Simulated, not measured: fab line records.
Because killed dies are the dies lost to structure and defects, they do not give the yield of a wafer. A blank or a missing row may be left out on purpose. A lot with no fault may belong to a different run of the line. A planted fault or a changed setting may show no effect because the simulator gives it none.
What tool caused it? + flow rit_cmos + 14 lots with 42 wafers sampled at 2 steps, on a route of 202 steps

WHAT THE GAUGES SHOWED, per wafer
RIT_PWELL_TW_MEAS_10. Usual: PWELL_TW gives 953 (standard deviation 7.2).
| lot  | measured    | on            | PWELL_TW       | flag |
|------|-------------|---------------|----------------|------|
| L683 | day 2 07:32 | film_metro-04 | 950 951 949    |      |
| L684 | day 2 09:15 | film_metro-02 | 950 953 950    |      |
| L687 | day 3 03:05 | film_metro-02 | 956 955 953    |      |
| L691 | day 3 16:43 | film_metro-03 | 2031 2039 2032 | OFF  |
| L693 | day 4 01:49 | film_metro-02 | 2010 2002 2017 | OFF  |
| L696 | day 4 17:23 | film_metro-04 | 944 944 942    |      |
| L697 | day 4 23:24 | film_metro-02 | 947 951 946    |      |
| L698 | day 5 03:09 | film_metro-04 | 940 933 938    |      |
| L699 | day 5 08:19 | film_metro-03 | 953 950 952    |      |
| L700 | day 5 13:47 | film_metro-02 | 962 964 962    |      |
| L703 | day 6 05:37 | film_metro-04 | 945 948 942    |      |
| L704 | day 6 13:05 | film_metro-04 | 943 945 947    |      |
| L705 | day 6 20:28 | film_metro-03 | 951 957 965    |      |
| L706 | day 7 01:53 | film_metro-02 | 958 956 960    |      |

TOOL THAT RAN EACH LOT (tool first, then ch and the chambers of the sampled wafers, then the start)
| lot  | RIT_NWELL_COAT_01                |
|------|----------------------------------|
| L683 | litho_track-03 ch 0, day 2 04:16 |
| L684 | litho_track-01 ch 0, day 2 06:10 |
| L687 | litho_track-03 ch 0, day 2 23:57 |
| L691 | litho_track-03 ch 0, day 3 13:49 |
| L693 | litho_track-03 ch 0, day 3 22:39 |
| L696 | litho_track-01 ch 0, day 4 14:24 |
| L697 | litho_track-01 ch 0, day 4 20:17 |
| L698 | litho_track-02 ch 0, day 5 00:07 |
| L699 | litho_track-02 ch 0, day 5 04:58 |
| L700 | litho_track-02 ch 0, day 5 10:39 |
| L703 | litho_track-01 ch 0, day 6 02:21 |
| L704 | litho_track-01 ch 0, day 6 10:04 |
| L705 | litho_track-03 ch 0, day 6 17:29 |
| L706 | litho_track-02 ch 0, day 6 22:52 |
- RIT_NWELL_COAT_01: resist thk 1300 nm.

WHAT THE TOOLS THEMSELVES READ (means of the sampled wafers that have a number; where no wafer has one, the mark that the record gives instead)
RIT_NWELL_COAT_01. Usual: 23.02 C for chill_plate_temp_C, sd 0.096.
| lot  | tool           | chill_plate_temp_C (C) | flag |
|------|----------------|------------------------|------|
| L683 | litho_track-03 | 23.04                  |      |
| L684 | litho_track-01 | 22.91                  |      |
| L687 | litho_track-03 | 22.89                  |      |
| L691 | litho_track-03 | 23.01                  |      |
| L693 | litho_track-03 | 22.94                  |      |
| L696 | litho_track-01 | 22.99                  |      |
| L697 | litho_track-01 | 23.08                  |      |
| L698 | litho_track-02 | 22.99                  |      |
| L699 | litho_track-02 | 22.98                  |      |
| L700 | litho_track-02 | 22.98                  |      |
| L703 | litho_track-01 | 23.00                  |      |
| L704 | litho_track-01 | 23.10                  |      |
| L705 | litho_track-03 | 22.97                  |      |
| L706 | litho_track-02 | 23.02                  |      |

THE ANSWER, worked out from the rows above alone
Rule: a lot counts as off when the mean over its wafers that have a number is more than 3 standard deviations away from the usual mean. Also off: a lot with no number at a reading for which 4 or more lots have one. Any other lot the step has rows for is counted as sound. The gauges are gone through in route order, then the tools' own readings, and for those a lot's mean is taken as printed above. At the first step where some lot is off, the reading lying furthest off is the one used; lots without a number count as furthest.
Off: L691, L693, seen at RIT_PWELL_TW_MEAS_10 (PWELL_TW).
If a tool, at a process step before that reading, ran all the lots that are off and no sound lot after the first of them, it fits. Those tools and the gauges at RIT_PWELL_TW_MEAS_10 are tried in the same way. Not one of the candidates tried fits.

WHAT THE SIMULATOR PUT IN
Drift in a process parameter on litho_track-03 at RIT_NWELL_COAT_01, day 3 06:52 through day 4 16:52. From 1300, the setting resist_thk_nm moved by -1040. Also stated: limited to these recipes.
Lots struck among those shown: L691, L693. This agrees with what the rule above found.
